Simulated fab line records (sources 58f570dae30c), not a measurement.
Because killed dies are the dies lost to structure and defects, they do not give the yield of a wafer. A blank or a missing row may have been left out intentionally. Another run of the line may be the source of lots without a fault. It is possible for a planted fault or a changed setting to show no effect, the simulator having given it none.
A lot that was struck, set against a sound lot + flow berkeley cmos170 + 14 steps out of a route of 331
Sound: the wafers L705.3, L705.5, L705.6. Wafers L714.1, L714.2, L714.4 were the ones struck. The cause comes at the end.
Per side, at each step with rows, come the tool, then ch with its chambers, and then its first start. Under that, the readings that differ: sound wafers + struck wafers + difference of the means + sigmas: that difference in standard deviations of wafers without a fault.
alike: a reading whose means differ by less than 2 such deviations, as well as words and numbers matching on both sides. not compared: withheld readings; readings where some wafer has no value; bounds like >300 that might hide an equal value; numbers whose values overlap and for which the record gives no deviation.
The two part at a step that has a row with sigmas, a row that says differs or no value, or rows on one side only. When numbers do not overlap yet have no deviation, they are printed without sigmas and do not part them. A reading missing from all wafers of one side parts the sides only when that side holds two or more wafers.

first, 1 step without rows for these wafers: UCB170_M1_ANNEAL_14 (time 1200 s).
UCB170_V1_CVD_00: deposits SiO2 from TEOS/O2, target thk 2000 nm, time 250 s.
  sound on pecvd-02 ch 0,1,2, day 8 14:19; struck on pecvd-02 ch 0,2, day 10 15:05
  alike: heater power w
UCB170_V1_THK_MEAS_01:
  struck on film metro-02, day 10 15:14; sound on film metro-02, day 8 14:29
  alike: V1_TEOS_THK
UCB170_V1_CMP_02: polishes SiO2.
  sound on cmp-02 ch 1,2, day 8 14:34; struck on cmp-01 ch 0,2,3, day 10 15:18
  alike: motor current A, platen rpm, retaining ring pressure frac
UCB170_V1_BOW_MEAS_03:
  struck on film metro-04, day 10 15:36; sound on film metro-03, day 8 14:52
  alike: V1_BOW
UCB170_V1_THK_MEAS_04:
  struck on film metro-04, day 10 15:43; sound on film metro-03, day 8 14:58
  alike: V1_POLISHED_THK
then, 6 steps without rows for these wafers: UCB170_V1_CLEAN_05 (cleans in DIW); UCB170_V1_HMDS_06 (prime time 60 s); UCB170_V1_COAT_07 (resist thk 900 nm); UCB170_V1_SOFTBAKE_08 (time 60 s); UCB170_V1_EXPOSE_09 (exposes mask VIA1, target cd 700 nm); UCB170_V1_PEB_10.
UCB170_V1_DEVELOP_11: develop time 45 s.
  struck on litho track-01, day 10 20:00; sound on litho track-01 ch 0, day 8 16:00
  no value came back on the struck wafers for chill plate temp C (C), develop time s (s), exhaust pa (Pa); on the sound wafers chill plate temp C (C) reads 22.97 22.91 22.90
| reading                             | sound             | struck          | difference | sigmas |
|-------------------------------------|-------------------|-----------------|------------|--------|
| model.KrF_of_V1_COAT_07.thk nm (nm) | 883.2 881.2 881.3 | 895.6 900 901.8 | +17.2      |        |
UCB170_V1_CD_MEAS_12: target cd 700 nm.
  struck on cd sem-02, day 10 20:46; sound on cd sem-01, day 8 16:11
| reading    | sound             | struck | difference                    | sigmas |
|------------|-------------------|--------|-------------------------------|--------|
| cd nm (nm) | 698.9 700.0 699.2 | - - -  | no value on the struck wafers |        |

WHERE THEY PART
Last at UCB170_V1_CD_MEAS_12 as far as this record goes, first at UCB170_V1_DEVELOP_11.

WHY: what the simulator had put in
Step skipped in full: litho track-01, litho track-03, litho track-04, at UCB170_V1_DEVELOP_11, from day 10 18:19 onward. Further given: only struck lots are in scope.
